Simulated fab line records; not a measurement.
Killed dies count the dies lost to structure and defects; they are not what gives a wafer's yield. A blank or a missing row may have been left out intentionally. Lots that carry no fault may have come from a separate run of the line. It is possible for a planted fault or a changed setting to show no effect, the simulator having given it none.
Which tool was responsible? | flow ritCmos | Sampling: 15 lots, 45 wafers, 4 of 202 route steps

## WHAT THE GAUGES READ, wafer by wafer
RIT_NWELL_TW_MEAS_10.
lot  | measured    | on           | NWELL_TW
L591 | day 1 21:34 | filmMetro-01 | 2151 2155 2160
L593 | day 2 06:52 | filmMetro-02 | 2155 2142 2152
L594 | day 2 13:24 | filmMetro-03 | 2156 2160 2153
L596 | day 2 22:29 | filmMetro-01 | 2151 2151 2148
L597 | day 3 02:49 | filmMetro-01 | 2143 2128 2133
L600 | day 3 18:45 | filmMetro-02 | 2167 2163 2157
L601 | day 4 03:23 | filmMetro-02 | 2160 2159 2158
L602 | day 4 04:50 | filmMetro-02 | 2493 2495 2507 2491 2500 2481
L603 | day 4 09:02 | filmMetro-02 | 2499 2482 2502 2497 2504 2505
L604 | day 5 00:07 | filmMetro-03 | 2469 2496 2477 2477 2498 2492
L607 | day 5 06:14 | filmMetro-01 | 2148 2163 2161
L611 | day 6 02:44 | filmMetro-03 | 2150 2147 2140
L612 | day 6 08:39 | filmMetro-02 | 2152 2144 2150
L613 | day 6 12:36 | filmMetro-02 | 2149 2165 2143
L614 | day 6 16:20 | filmMetro-01 | 2156 2151 2157

RIT_WELLDRIVE_RS_MEAS_01: measurement is done with a four-point probe.
lot  | measured    | on           | NWELL_RS (ohm/sq)
L591 | day 2 04:29 | filmMetro-01 | 274.5 275.4 275.1
L593 | day 2 13:36 | filmMetro-02 | 275.4 275.8 275.7
L594 | day 2 20:06 | filmMetro-02 | 276.7 276.4 275.3
L596 | day 3 05:11 | filmMetro-02 | 275.8 275.0 274.9
L597 | day 3 09:48 | filmMetro-02 | 276.1 275.8 276.1
L600 | day 4 02:34 | filmMetro-03 | 276.3 275.9 275.2
L601 | day 4 10:13 | filmMetro-02 | 275.2 274.9 274.7
L602 | day 4 15:22 | filmMetro-03 | 208.9 208.6 209.1 208.5 208.3 208.9
L603 | day 4 17:28 | filmMetro-02 | 207.9 208.1 207.3 207.9 208.0 207.5
L604 | day 5 09:49 | filmMetro-01 | 208.2 207.8 208.4 207.8 207.8 208.6
L607 | day 5 13:41 | filmMetro-03 | 276.3 276.1 275.7
L611 | day 6 09:59 | filmMetro-02 | 275.0 275.3 275.0
L612 | day 6 15:23 | filmMetro-02 | 275.3 276.3 275.3
L613 | day 6 19:27 | filmMetro-01 | 273.4 274.2 275.3
L614 | day 6 23:15 | filmMetro-02 | 275.2 276.6 275.6

RIT_NRETRO_OVL_MEAS_06.
lot  | measured    | on         | NRETRO_OVL (nm)
L591 | day 2 05:53 | overlay-01 | 1.8 2.7 2.1
L593 | day 2 14:57 | overlay-01 | 3.7 2.2 3.1
L594 | day 2 21:22 | overlay-02 | -0.8 0.2 -0.3
L596 | day 3 06:26 | overlay-02 | -1.2 -1.0 1.5
L597 | day 3 10:53 | overlay-01 | -2.0 0.3 -0.6
L600 | day 4 03:48 | overlay-02 | 0.6 1.3 -0.2
L601 | day 4 11:27 | overlay-02 | 0.3 1.7 0.4
L607 | day 5 15:08 | overlay-01 | -0.3 -0.9 0.1
L611 | day 6 11:05 | overlay-02 | -0.1 1.2 -0.1
L612 | day 6 16:29 | overlay-01 | 1.0 0.3 1.4
L613 | day 6 20:46 | overlay-02 | 0.9 1.0 1.3
L614 | day 7 00:24 | overlay-01 | 0.4 -1.9 -0.5

## WHAT TOOL EACH LOT RAN ON (gives the tool, then ch and the chambers of the sampled wafers, and finally the start)
lot  | RIT_NWELL_IMPLANT_08
L591 | implanter-04 ch 0, day 1 21:14
L593 | implanter-01 ch 0, day 2 06:34
L594 | implanter-04 ch 0, day 2 13:05
L596 | implanter-04 ch 0, day 2 22:10
L597 | implanter-02 ch 0, day 3 02:32
L600 | implanter-04 ch 0, day 3 18:26
L601 | implanter-01 ch 0, day 4 03:05
L602 | implanter-04 ch 0, day 4 04:31
L603 | implanter-04 ch 0, day 4 08:44
L604 | implanter-04 ch 0, day 4 23:48
L607 | implanter-01 ch 0, day 5 05:54
L611 | implanter-02 ch 0, day 6 02:25
L612 | implanter-01 ch 0, day 6 08:22
L613 | implanter-02 ch 0, day 6 12:19
L614 | implanter-02 ch 0, day 6 16:01
- RIT_NWELL_IMPLANT_08

## WHAT THE TOOLS THEMSELVES READ (means of the sampled wafers that have a number; where no wafer has one, the mark that the record gives instead)
RIT_NWELL_IMPLANT_08.
lot  | tool         | doseIonsCm2 | endStationPressureTorr (Torr) | faradayCurrentUA
L591 | implanter-04 | 4.996e+13   | 5.17e-06                      | 162
L593 | implanter-01 | 5.003e+13   | 5.35e-06                      | 159
L594 | implanter-04 | 5.000e+13   | 5.06e-06                      | 158
L596 | implanter-04 | 5.003e+13   | 4.99e-06                      | 157
L597 | implanter-02 | 4.997e+13   | 5.43e-06                      | 157
L600 | implanter-04 | 5.000e+13   | 5.24e-06                      | 161
L601 | implanter-01 | 5.006e+13   | 5.20e-06                      | 158
L602 | implanter-04 | 8.002e+13   | 5.25e-06                      | 250
L603 | implanter-04 | 7.993e+13   | 5.31e-06                      | 253
L604 | implanter-04 | 7.999e+13   | 5.00e-06                      | 252
L607 | implanter-01 | 4.987e+13   | 4.88e-06                      | 159
L611 | implanter-02 | 4.998e+13   | 5.10e-06                      | 160
L612 | implanter-01 | 4.996e+13   | 5.17e-06                      | 160
L613 | implanter-02 | 5.002e+13   | 5.29e-06                      | 157
L614 | implanter-02 | 5.003e+13   | 5.19e-06                      | 157

## THE ANSWER, worked out from the rows above alone
Rule: the lots themselves supply what counts as usual. The widest of any qualifying gaps counts: lots, ordered by their means at a reading, are off when they make up no more than a third of the lots, leave a main group of 4 or more, and stand apart from it by 3 or more times the standard deviation of that group's means. A main group is skipped when, at the precision printed for the reading in the tables above, its means are all equal. Also off: a lot with no number at a reading for which 4 or more lots have one. Any other lot the step has rows for is counted as sound. First the gauges in route order, then the tools' own readings, where a lot's mean is used as printed above. The first step at which some lot is off is used, and at that step the reading that is off furthest; a lot without a number counts as furthest.
Off: L602, L603, L604, seen at RIT_NWELL_TW_MEAS_10 (NWELL_TW). The main group has a mean of 2152 with a standard deviation of 7.
If a tool, at a process step before that reading, ran all the lots that are off and no sound lot after the first of them, it fits. The gauges at RIT_NWELL_TW_MEAS_10 aren't tried: what is off there is off at RIT_NWELL_IMPLANT_08 too, on other tools, and a gauge's error can't cause that. One candidate fits, namely implanter-04 at RIT_NWELL_IMPLANT_08. Its last sound lot is L600 (day 3 18:26), its first lot that is off L602 (day 4 04:31): a fault that began between those two fits.
The tool's own readings at RIT_NWELL_IMPLANT_08 bear it out: on the lots that are off they differ by more than 5 times the standard deviation of the sound lots' means. doseIonsCm2 reads 7.998e+13 there against 4.999e+13 on the sound lots; faradayCurrentUA reads 252 there against 159 on the sound lots.

## WHAT THE SIMULATOR HAD PUT IN
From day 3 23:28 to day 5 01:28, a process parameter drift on implanter-04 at RIT_NWELL_IMPLANT_08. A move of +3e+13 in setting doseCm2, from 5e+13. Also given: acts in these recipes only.
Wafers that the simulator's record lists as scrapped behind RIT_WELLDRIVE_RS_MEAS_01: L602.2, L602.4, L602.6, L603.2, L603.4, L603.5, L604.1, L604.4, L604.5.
Struck lots among those shown: L602, L603, L604. This agrees with what the rule above found.
